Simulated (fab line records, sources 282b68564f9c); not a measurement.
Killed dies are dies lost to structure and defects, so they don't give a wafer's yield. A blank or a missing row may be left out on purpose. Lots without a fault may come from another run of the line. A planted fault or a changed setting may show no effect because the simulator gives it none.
One fault seen from 2 desks | flow rit_cmos | each desk has only its own numbers; what lay behind them comes last

THE METROLOGY DESK
What the gauges read, lot by lot, whatever tool the lot ran on: means of the sampled wafers that have a number. A lot is out of limits, marked OUT, if its mean lies more than 4 standard deviations from the usual mean; the brackets give that distance.
Columns: A = FOX2_OXIDE_THK at RIT_FOX2_THK_MEAS_01, usual 361 nm; B = FIELD_OXIDE_LEFT_2_THK at RIT_FOX2_THK_MEAS_91, usual 266 nm; C = NSD_TW at RIT_NSD_TW_MEAS_10, usual 3120; D = NSD_RS at RIT_SDANNEAL_RS_MEAS_05, usual 84.54 ohm/sq
lot  | first seen here | A   | B   | C              | D
L339 | day 1 19:25     | 356 | 260 | 3100           | 85.23
L341 | day 2 06:07     | 359 | 264 | 3111           | 84.69
L343 | day 2 14:56     | 363 | 268 | 3105           | 84.48
L345 | day 3 00:23     | 355 | 260 | 3095           | 84.36
L346 | day 3 05:23     | 359 | 264 | 3146           | 84.56
L347 | day 3 10:29     | 361 | 266 | 3141           | 84.22
L349 | day 3 20:22     | 359 | 264 | 3092           | 84.26
L350 | day 4 01:31     | 356 | 260 | 3437 (+17) OUT | 58.70 (-92) OUT
L351 | day 4 07:44     | 369 | 274 | 3116           | 84.80
L352 | day 4 12:42     | 368 | 273 | 3117           | 84.29
L354 | day 4 21:19     | 366 | 270 | 3438 (+17) OUT | 58.60 (-93) OUT
L358 | day 5 17:55     | 352 | 257 | 3122           | 84.41
L360 | day 6 03:26     | 364 | 269 | 3123           | 84.72
L361 | day 6 08:47     | 355 | 260 | 3127           | 84.78
This desk's finding: out of limits on L350, L354; first on L350, day 5 07:02 (NSD_TW at RIT_NSD_TW_MEAS_10). In limits: L339, L341, L343, L345, L346, L347, L349, L351, L352, L358, L360, L361.

THE TOOL OWNER'S DESK: implanter-02
The tool's own readings at RIT_NSD_IMPLANT_08: means of the sampled wafers that have a number, for each lot that ran on this tool. A lot is out of limits, marked OUT, if its mean lies more than 4 standard deviations from the usual mean; the brackets give that distance.
Columns: A = dose_ions_cm2 at RIT_NSD_IMPLANT_08, usual 9.999e+14; B = end_station_pressure_torr at RIT_NSD_IMPLANT_08, usual 7.5e-06 Torr; C = faraday_current_uA at RIT_NSD_IMPLANT_08, usual 3130
lot  | first seen here | A                           | B       | C
L343 | day 3 19:12     | 9.992e+14                   | 7.3e-06 | 3145
L347 | day 4 15:34     | 9.999e+14                   | 7.9e-06 | 3087
L349 | day 5 01:14     | 1.001e+15                   | 7.5e-06 | 3118
L350 | day 5 06:44     | 1.640e+15 (+99 or more) OUT | 8.8e-06 | 5165 (+33) OUT
L354 | day 6 01:07     | 1.639e+15 (+99 or more) OUT | 8.7e-06 | 5170 (+33) OUT
This desk's finding: out of limits on L350, L354; first on L350, day 5 06:44 (dose_ions_cm2 at RIT_NSD_IMPLANT_08). In limits: L343, L347, L349.

PUT TOGETHER
The tool owner's desk could have raised an alarm at day 5 06:44, on L350, L354.
The metrology desk could have raised an alarm at day 5 07:02, on L350, L354.
Of the lots named, all ran RIT_NSD_IMPLANT_08 on implanter-02.

WHAT THE SIMULATOR HAD PUT IN
Process parameter drift: implanter-02, from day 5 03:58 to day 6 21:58, at RIT_NSD_IMPLANT_08. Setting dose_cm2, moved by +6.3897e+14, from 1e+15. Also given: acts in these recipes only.
Lots struck among those shown: L350, L354.
Hours from the fault's start to each desk's first reading out of limits: the tool owner's desk, 3; the metrology desk, 3.
